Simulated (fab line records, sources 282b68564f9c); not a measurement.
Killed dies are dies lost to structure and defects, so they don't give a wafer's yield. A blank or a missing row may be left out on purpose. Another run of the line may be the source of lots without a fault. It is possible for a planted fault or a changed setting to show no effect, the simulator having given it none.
Split-lot trial :: flow rit-cmos :: on a route of 202 steps: 5 lots, 23 wafers read

== ON THE SPLIT ==
At RIT_M1_DEVELOP_08 (develop time 68 s), the setting develop-time-s was moved away from the recipe's 68 s on 7 of the 23 wafers read, by -12.3% to -4.4%. This setting was run at the recipe's value on the other wafers.

Between the split and the reading, the file records no step.

== THE READING ==
cd-nm (nm) at RIT_M1_CD_MEAS_09, where the cd target is 2600 nm. Typical for fault-free wafers on this fab line: 2600.7 nm, with standard deviation 2.1 nm.

wafer: L075.1
tool, chamber at the split: litho-track-03, 0
develop-time-s as run, s: 68
against the recipe: recipe
cd-nm, nm: 2599.2
against lot-mates on the recipe: -

wafer: L075.2
tool, chamber at the split: litho-track-03, 0
develop-time-s as run, s: 68
against the recipe: recipe
cd-nm, nm: 2597.8
against lot-mates on the recipe: -

wafer: L075.3
tool, chamber at the split: litho-track-03, 0
develop-time-s as run, s: 68
against the recipe: recipe
cd-nm, nm: 2601.3
against lot-mates on the recipe: -

wafer: L075.4
tool, chamber at the split: litho-track-03, 0
develop-time-s as run, s: 59.66
against the recipe: -12.3%
cd-nm, nm: 2611.1
against lot-mates on the recipe: +11.7

wafer: L075.5
tool, chamber at the split: litho-track-03, 0
develop-time-s as run, s: 59.66
against the recipe: -12.3%
cd-nm, nm: 2610.9
against lot-mates on the recipe: +11.5

wafer: L074.1
tool, chamber at the split: litho-track-02, 0
develop-time-s as run, s: 68
against the recipe: recipe
cd-nm, nm: 2603.5
against lot-mates on the recipe: -

wafer: L074.2
tool, chamber at the split: litho-track-02, 0
develop-time-s as run, s: 68
against the recipe: recipe
cd-nm, nm: 2602.9
against lot-mates on the recipe: -

wafer: L074.3
tool, chamber at the split: litho-track-02, 0
develop-time-s as run, s: 61.14
against the recipe: -10.1%
cd-nm, nm: 2611.4
against lot-mates on the recipe: +7.7

wafer: L074.4
tool, chamber at the split: litho-track-02, 0
develop-time-s as run, s: 61.14
against the recipe: -10.1%
cd-nm, nm: 2614.3
against lot-mates on the recipe: +10.6

wafer: L074.5
tool, chamber at the split: litho-track-02, 0
develop-time-s as run, s: 68
against the recipe: recipe
cd-nm, nm: 2604.6
against lot-mates on the recipe: -

wafer: L077.1
tool, chamber at the split: litho-track-03, 0
develop-time-s as run, s: 68
against the recipe: recipe
cd-nm, nm: 2601.5
against lot-mates on the recipe: -

wafer: L077.2
tool, chamber at the split: litho-track-03, 0
develop-time-s as run, s: 68
against the recipe: recipe
cd-nm, nm: 2602.0
against lot-mates on the recipe: -

wafer: L077.4
tool, chamber at the split: litho-track-03, 0
develop-time-s as run, s: 68
against the recipe: recipe
cd-nm, nm: 2600.2
against lot-mates on the recipe: -

wafer: L077.5
tool, chamber at the split: litho-track-03, 0
develop-time-s as run, s: 68
against the recipe: recipe
cd-nm, nm: 2602.2
against lot-mates on the recipe: -

wafer: L077.6
tool, chamber at the split: litho-track-03, 0
develop-time-s as run, s: 68
against the recipe: recipe
cd-nm, nm: 2604.2
against lot-mates on the recipe: -

wafer: L078.1
tool, chamber at the split: litho-track-03, 0
develop-time-s as run, s: 65.02
against the recipe: -4.4%
cd-nm, nm: 2606.0
against lot-mates on the recipe: +3.9

wafer: L078.2
tool, chamber at the split: litho-track-03, 0
develop-time-s as run, s: 65.02
against the recipe: -4.4%
cd-nm, nm: 2603.4
against lot-mates on the recipe: +1.3

wafer: L078.3
tool, chamber at the split: litho-track-03, 0
develop-time-s as run, s: 68
against the recipe: recipe
cd-nm, nm: 2600.8
against lot-mates on the recipe: -

wafer: L078.4
tool, chamber at the split: litho-track-03, 0
develop-time-s as run, s: 65.02
against the recipe: -4.4%
cd-nm, nm: 2603.4
against lot-mates on the recipe: +1.3

wafer: L078.5
tool, chamber at the split: litho-track-03, 0
develop-time-s as run, s: 68
against the recipe: recipe
cd-nm, nm: 2603.4
against lot-mates on the recipe: -

wafer: L085.4
tool, chamber at the split: litho-track-03, 0
develop-time-s as run, s: 68
against the recipe: recipe
cd-nm, nm: 2601.4
against lot-mates on the recipe: -

wafer: L085.5
tool, chamber at the split: litho-track-03, 0
develop-time-s as run, s: 68
against the recipe: recipe
cd-nm, nm: 2599.0
against lot-mates on the recipe: -

wafer: L085.6
tool, chamber at the split: litho-track-03, 0
develop-time-s as run, s: 68
against the recipe: recipe
cd-nm, nm: 2600.6
against lot-mates on the recipe: -

THE FIT
A straight line over all 23 wafers: cd-nm changes by -0.891 nm for each +1% of develop-time-s; r = -0.89; the points scatter about the line by 2 nm.
The same after taking each lot's own level away (the mean of its wafers on the recipe; 23 wafers): -0.905 nm for each +1%; r = -0.95; scatter 1.4 nm.
The reading moves by 11 nm for the largest change in develop-time-s, on that fit.
The lots' own levels span 2599.43 to 2603.67 nm, that is 2.0 times the standard deviation above.
Hence the lot-to-lot level has little effect on the slope; both slopes agree.
Check: with one of the wafers moved furthest among these (-12.3%) left out of the fit, the line predicts +10.6 nm for it against its lot-mates. It came out at +11.7 nm against them.

== OTHER SPLITS APPLIED TO THESE WAFERS ==
Before the reading, these wafers also passed through other splits. Each is held against what the fit with the lots' levels taken away leaves over:
other split on the same wafers: RIT_M1_SPUTTER_00 power-w
wafers away from the commonest value: 7
r with cd-nm (lot level and that fit taken away): -0.11

== THE FILE'S OWN FIT ==
cd-nm changes by -0.899 nm for each +1% of develop-time-s, r = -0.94.
